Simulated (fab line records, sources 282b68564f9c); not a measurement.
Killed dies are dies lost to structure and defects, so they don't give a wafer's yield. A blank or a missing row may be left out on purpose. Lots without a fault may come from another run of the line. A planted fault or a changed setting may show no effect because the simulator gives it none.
Problem report in the 8D (eight disciplines) form, filled by code | flow rit_cmos | the parts of the form that need people (team, actions taken, sign-off) are left out

1. THE PROBLEM
chamber_pressure_mTorr at RIT_ACTIVE_ETCH_13 reads a mean of 129.93 mTorr on 1 wafer of 1 lot; wafers without a fault read 260.01 mTorr with a standard deviation of 0.24. That is -99 or more standard deviations from the usual mean.
The step: etches Si3N4 in SF6, stops on SiO2, time 210 s, target depth 210 nm.
First seen on wafer L320.2, day 3 13:40, on rie_diel-03. The record holds 15 wafers of 5 lots with a number at this step. Rule for "out", or "out of limits": more than 4 standard deviations from the usual mean. The other wafers with a number count as sound.

2. WHAT IT IS AND WHAT IT IS NOT
question                    | is                     | is not
which readings at this step | chamber_pressure_mTorr | drypump_motor_current_A, oes_product_au, rf_fwd_power_W, throttle_valve_pct
which lots                  | L320                   | L313, L315, L325, L332
which wafers of those lots  | L320.2                 | L320.5, L320.6
read on which tools         | rie_diel-03            | rie_diel-01, rie_diel-04
when                        | from day 3 13:40       | up to then (8 sound wafers); but 6 sound wafers of L325, L332 came after

3. SUSPECTS, AND WHAT RULES EACH OUT
Counting: a tool at a process step up to the reading stays a suspect if it ran every lot that is out. Sound lots after the first of them don't rule it out here, since some wafers of a struck lot are sound.
- rie_diel-03 at RIT_ACTIVE_ETCH_13 (etches Si3N4 in SF6, stops on SiO2, time 210 s, target depth 210 nm): kept. It ran the lot that is out, L320 (day 3 13:40); its last sound lot up to then is L315 (day 2 11:38). Its own readings are out on those wafers: chamber_pressure_mTorr.
- Within rie_diel-03 at RIT_ACTIVE_ETCH_13: the wafers that are out ran in chamber 3; their sound lot-mates ran in chambers 0, 1.
Left after counting: rie_diel-03 at RIT_ACTIVE_ETCH_13.

4. THE CAUSE (what the simulator had put in)
Process parameter drift: rie_diel-03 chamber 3, from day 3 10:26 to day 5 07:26, at RIT_ACTIVE_ETCH_13. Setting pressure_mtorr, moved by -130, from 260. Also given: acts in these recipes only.
Counting left only this tool.

5. THE CHAIN OF EFFECTS, in route order
Each row: a reading whose mean over the struck wafers that have a number lies more than 3 standard deviations from the usual. Only readings for which the record gives a usual standard deviation are gone through. hours: the time from each lot's start at the first step in this table that gives one to its start at this step, as a median over the lots. sigmas: the change in usual standard deviations.
hours | step               | reading                | usual        | on struck wafers | change  | sigmas
0     | RIT_ACTIVE_ETCH_13 | chamber_pressure_mTorr | 260.01 mTorr | 129.93           | -130.08 | -99 or more
The process steps in it:
- RIT_ACTIVE_ETCH_13: etches Si3N4 in SF6, stops on SiO2, time 210 s, target depth 210 nm.

6. WHAT WOULD HAVE CAUGHT IT SOONER
In this record the first reading out of limits was taken at day 3 13:40, 3 hours after the fault began at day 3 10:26.
